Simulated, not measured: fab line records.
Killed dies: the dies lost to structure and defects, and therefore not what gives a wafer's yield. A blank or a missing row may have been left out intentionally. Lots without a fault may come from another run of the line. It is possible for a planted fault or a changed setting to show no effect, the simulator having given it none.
Comparing a struck lot with a sound one :: flow berkeley_cmos170 :: 15 steps out of a route of 331
Sound: these wafers, L594.1, L594.3, L594.5. Wafers L591.2, L591.4, L591.5 were the ones struck. The cause is given at the end.
Per side, at each step with rows, come the tool, then ch with its chambers, and then its first start. Under that, the readings that differ: sound wafers :: struck wafers :: difference of the means :: sigmas: that difference in standard deviations of wafers without a fault.
alike: readings with means less than 2 such deviations apart, plus words and numbers identical on both sides. not compared: withheld readings, readings lacking a value on some wafer, bounds such as >300 that could conceal the same value, and numbers that have no deviation in the record and whose values overlap.
The two part at a step that has a row with sigmas, a row that says differs or no value, or rows on one side only. Numbers that have no deviation but don't overlap get no sigmas and don't part them. A reading that every wafer of one side lacks parts them only if that side has two wafers or more.

first, 4 steps without rows for these wafers: UCB170_PFIELD_SOFTBAKE_02 (time 60 s); UCB170_PFIELD_EXPOSE_03 (exposes mask PFIELD, target cd 1500 nm); UCB170_PFIELD_PEB_04; UCB170_PFIELD_DEVELOP_05 (develop time 45 s).
UCB170_PFIELD_OVL_MEAS_06:
  sound: overlay-02 at day 7 20:55; struck: overlay-01 at day 7 10:21
  alike: PFIELD_OVL
following that, these wafers have no rows for 1 step: UCB170_PFIELD_IMPLANT_07.
UCB170_PFIELD_STRIP_08: strips in O2.
  sound on plasma_asher-03 ch 0,1, day 7 21:06; struck on plasma_asher-01 ch 0, day 7 10:32
reading: strip_time_to_endpoint_s (s)
sound: 21.75 21.75 21.71
struck: 21.62 21.54 21.62
difference: -0.14
sigmas: -2
  alike: drypump_motor_current_A, oes_product_au
  not compared: rf_hours_counter_h
UCB170_PFIELD_TW_MEAS_09:
  sound: film_metro-02 at day 7 21:12; struck: film_metro-02 at day 7 10:38
  alike: PFIELD_TW
then, 2 steps without rows for these wafers: UCB170_FIELD_CLEAN_00 (cleans in dHF, time 7.5 s); UCB170_FIELD_OXIDATION_01 (target thk 558.3 nm, ox time 7200 s).
UCB170_FIELD_THK_MEAS_02:
  sound: film_metro-01 at day 8 03:10; struck: film_metro-01 at day 7 15:46
  alike: FIELD_OXIDE_THK
then, 1 step without rows for these wafers: UCB170_FIELD_ANNEAL_03 (time 1200 s).
UCB170_FIELD_WET_ETCH_04: etches SiO2 in dHF, time 60 s.
  sound on wet_bench-03 ch 3, day 8 09:53; struck on wet_bench-04 ch 1, day 7 19:50
  no value came back on the struck wafers for bath_heat_duty_pct (%), run_length_s (s); on the sound wafers bath_heat_duty_pct (%) reads 4.8 4.8 4.3
reading: model.SiO2_of_FIELD_OXIDATION_01.thk_nm (nm)
sound: 510.5 506.2 514.8
struck: 555.2 565 569.4
difference: +52.7
sigmas: 
then, 1 step without rows for these wafers: UCB170_FIELD_WET_ETCH_05 (etches Si3N4 in H3PO4, time 12600 s).
UCB170_FIELD_WET_ETCH_06: etches SiO2 in BOE, time 22 s.
  sound on wet_bench-04 ch 2, day 8 14:05; struck on wet_bench-02 ch 0, day 7 23:22
reading: run_length_s (s)
sound: 48.1 48.1 48.1
struck: 53.8 53.8 53.8
difference: +5.7
sigmas: +2

reading: model.SiO2_of_FIELD_OXIDATION_01.thk_nm (nm)
sound: 426.3 422 430.7
struck: 471.6 481.4 485.5
difference: +53.2
sigmas: 
  alike: bath_heat_duty_pct

WHERE THEY PART
Earliest at UCB170_PFIELD_STRIP_08; latest, in this record, at UCB170_FIELD_WET_ETCH_06.

WHY: what had been put in by the simulator
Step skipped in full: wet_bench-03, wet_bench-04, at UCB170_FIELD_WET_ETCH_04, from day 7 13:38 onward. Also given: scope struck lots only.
